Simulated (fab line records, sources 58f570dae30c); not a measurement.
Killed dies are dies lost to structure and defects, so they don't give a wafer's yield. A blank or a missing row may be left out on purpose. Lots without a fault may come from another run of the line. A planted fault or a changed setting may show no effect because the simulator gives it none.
A struck lot beside a sound one | flow berkeley_cmos170 | 14 steps out of a route of 331
Sound: wafers L403.2, L403.4, L403.6. Struck: wafers L417.1, L417.3, L417.6. The cause comes at the end.
At each step with rows: each side's tool, then ch and its chambers, then its first start. Under that, the readings that differ: sound wafers | struck wafers | difference of the means | sigmas: that difference in standard deviations of wafers without a fault.
alike: readings whose means differ by less than 2 such deviations, and words and numbers that are the same on both sides. not compared: withheld readings, readings that some wafer has no value for, bounds like >300 that may hide the same value, and numbers for which the record gives no deviation and whose values overlap.
The two part at a step that has a row with sigmas, a row that says differs or no value, or rows on one side only. Numbers that don't overlap but have no deviation are shown without sigmas and don't part them. A reading that every wafer of one side lacks parts them only if that side has two wafers or more.

first, 5 steps without rows for these wafers: UCB170_NWELL_WET_ETCH_18 (etches Si3N4 in H3PO4, time 14400 s); UCB170_NWELL_WET_ETCH_19 (etches SiO2 in BOE, time 22 s); UCB170_PWELL_CLEAN_00 (cleans in SPM, time 600 s); UCB170_PWELL_CLEAN_01 (cleans in dHF, time 60 s); UCB170_PWELL_OXIDATION_02 (target thk 26.4 nm, ox time 1260 s).
UCB170_PWELL_THK_MEAS_03:
  sound on film_metro-04, day 3 09:21; struck on film_metro-01, day 6 11:56
  alike: PWELL_OXIDE_THK
then, 2 steps without rows for these wafers: UCB170_PWELL_ANNEAL_04 (time 900 s); UCB170_PWELL_CVD_05 (deposits Si3N4 from SiH2Cl2/NH3, target thk 220 nm, time 3300 s).
UCB170_PWELL_THK_MEAS_06:
  sound on film_metro-01, day 3 16:58; struck on film_metro-03, day 6 18:07
  reading                | sound             | struck            | difference | sigmas
  PWELL_NITRIDE_THK (nm) | 222.6 222.4 221.6 | 215.4 214.6 217.3 | -6.4       | -4
then, 3 steps without rows for these wafers: UCB170_PWELL_HMDS_07 (prime time 60 s); UCB170_PWELL_COAT_08 (resist thk 900 nm); UCB170_PWELL_SOFTBAKE_09 (time 60 s).
UCB170_PWELL_EXPOSE_10: exposes mask PWELL, target cd 3000 nm.
  sound on krf_scanner-01 ch 0, day 3 18:02; struck on krf_scanner-02, day 6 18:45
  no value came back on the struck wafers for exposure_dose_mJ_cm2, focus_offset_nm (nm), reticle_temp_C (C); on the sound wafers exposure_dose_mJ_cm2 reads 18.985 18.997 18.996
  alike: mask
then, 1 step without rows for these wafers: UCB170_PWELL_PEB_11.

WHERE THEY PART
First at UCB170_PWELL_THK_MEAS_06; last, within this record, at UCB170_PWELL_EXPOSE_10.

WHY: what the simulator had put in
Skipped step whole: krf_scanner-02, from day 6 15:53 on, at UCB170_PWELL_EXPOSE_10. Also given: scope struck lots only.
